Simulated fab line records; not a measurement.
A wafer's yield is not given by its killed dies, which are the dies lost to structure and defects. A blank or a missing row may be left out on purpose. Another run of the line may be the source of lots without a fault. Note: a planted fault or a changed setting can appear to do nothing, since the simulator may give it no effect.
One fault through the eyes of 2 desks -- flow berkeley cmos170 -- only its own numbers are on each desk; what lay behind them is given at the end

TOOL OWNER'S DESK, pecvd-01
The tool's own readings at UCB170_SPACER_CVD_00 (deposits SiO2 from TEOS/O2, target thk 376 nm, time 47 s): means of the sampled wafers that have a number, for each lot that ran on this tool. The brackets show how far a lot's mean lies from the usual mean; more than 4 standard deviations puts the lot out of limits, marked OUT.
Columns: A = heater power w at UCB170_SPACER_CVD_00, usual 274 W; B = run length s at UCB170_SPACER_CVD_00, usual 75.0 s
lot,first seen here,A,B
L379,day 7 17:13,249,74.6
L382,day 7 23:19,261,75.1
L381,day 8 00:16,230,74.7
L389,day 10 01:36,231,73.0 (-4.5) OUT
L390,day 10 03:38,240,72.9 (-4.8) OUT
This desk's finding: out of limits on L389, L390; first on L389, day 10 01:36 (run length s at UCB170_SPACER_CVD_00). L379, L382, L381: within limits.

FROM THE METROLOGY DESK
Means of the sampled wafers that have a number, per lot and without regard to the tool the lot ran on: this is what the gauges read. The brackets show how far a lot's mean lies from the usual mean; more than 4 standard deviations puts the lot out of limits, marked OUT.
Columns: A = START_OXIDE_THK at UCB170_START_THK_MEAS_03, usual 20.17 nm; B = SPACER_TEOS_THK at UCB170_SPACER_THK_MEAS_01, usual 377 nm; C = SILICIDE_TI_RS at UCB170_SILICIDE_RS_MEAS_02, usual 26.1 ohm/sq
lot,first seen here,A,B,C
L379,day 1 13:49,20.29,373,26.0
L380,day 1 20:56,20.53,383,25.9
L381,day 2 01:16,20.02,382,25.9
L382,day 2 07:00,20.25,375,26.3
L383,day 2 11:31,20.16,387,26.0
L389,day 3 19:24,20.07,361,26.3
L390,day 3 19:24,20.29,361,26.2
L392,day 4 09:19,20.22,378,25.6
L394,day 4 20:07,20.04,374,26.1
L395,day 5 05:44,19.85,368,26.0
L396,day 5 05:44,20.35,384,26.6
L398,day 5 17:01,20.14,374,26.0
L400,day 6 02:14,20.28,378,26.7
L401,day 6 03:45,19.93,385,26.6
Finding of this desk: none of the 14 lots has anything out of limits.

ALL TOGETHER
The tool owner's desk had the chance to raise an alarm at day 10 01:36 on L389, L390.
From the metrology desk's view, nothing was out of limits.
The metrology desk has L389, L390 on record, within its limits.
UCB170_SPACER_CVD_00 was run on pecvd-01 by each of the lots named.

WHAT THE SIMULATOR HAD INSERTED
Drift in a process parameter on pecvd-01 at UCB170_SPACER_CVD_00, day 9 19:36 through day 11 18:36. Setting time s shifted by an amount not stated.
Struck lots among those shown: L389, L390.
How many hours passed from the start of the fault until each desk's first out-of-limits reading: the tool owner's desk, 6.
